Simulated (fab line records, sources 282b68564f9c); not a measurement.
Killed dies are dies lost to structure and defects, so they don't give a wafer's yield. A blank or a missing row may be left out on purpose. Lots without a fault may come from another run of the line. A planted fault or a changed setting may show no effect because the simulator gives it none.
Which tool did it? | flow rit_cmos | 7 lots, 21 wafers sampled, at 2 steps of a route of 202

WHAT THE GAUGES READ, wafer by wafer
RIT_CONTACT_THK_MEAS_01.
lot  | measured    | on            | CONTACT_TEOS_THK (nm)
L862 | day 3 12:26 | film_metro-04 | 392 390 400
L864 | day 3 20:24 | film_metro-04 | 407 408 415
L868 | day 4 22:25 | film_metro-04 | 396 392 396
L870 | day 5 08:52 | film_metro-01 | 790 802 813
L873 | day 6 11:35 | film_metro-04 | 400 396 406
L882 | day 7 23:21 | film_metro-04 | 389 407 401
L883 | day 8 05:08 | film_metro-01 | 400 407 402

WHICH TOOL RAN EACH LOT (tool, then ch and the chambers of the sampled wafers, then the start)
lot  | RIT_CONTACT_CVD_00
L862 | pecvd-01 ch 0,1,2, day 3 12:23
L864 | pecvd-03 ch 0,1,2, day 3 20:21
L868 | pecvd-04 ch 1,2, day 4 22:22
L870 | pecvd-03 ch 0,1, day 5 08:31
L873 | pecvd-03 ch 0,1, day 6 11:32
L882 | pecvd-03 ch 0,1, day 7 23:17
L883 | pecvd-01 ch 0,1,2, day 8 05:05
- RIT_CONTACT_CVD_00: deposits SiO2 from TEOS, target thk 400 nm, time 61 s.

THE ANSWER, worked out from the rows above alone
Rule: what is usual is taken from the lots themselves. Put in order of their means at a reading, lots are off if they are a third of the lots or fewer, leave a main group of 4 or more, and stand apart from it by a gap of 3 or more times the standard deviation of the main group's means; of several such gaps the widest counts. A main group whose means are all the same, to the digits that the tables above print for the reading, isn't used. A lot without any number at a reading at which 4 lots or more have one is off too. The other lots that the step has rows for count as sound.
Off: L870, at RIT_CONTACT_THK_MEAS_01 (CONTACT_TEOS_THK). The main group: mean 400 nm, standard deviation 5.4.
A tool fits if, at a process step before that reading, it ran every lot that is off, and no sound lot after the first of them. The gauges at RIT_CONTACT_THK_MEAS_01 are tried like those tools. None of those tried fits.

WHAT THE SIMULATOR HAD PUT IN
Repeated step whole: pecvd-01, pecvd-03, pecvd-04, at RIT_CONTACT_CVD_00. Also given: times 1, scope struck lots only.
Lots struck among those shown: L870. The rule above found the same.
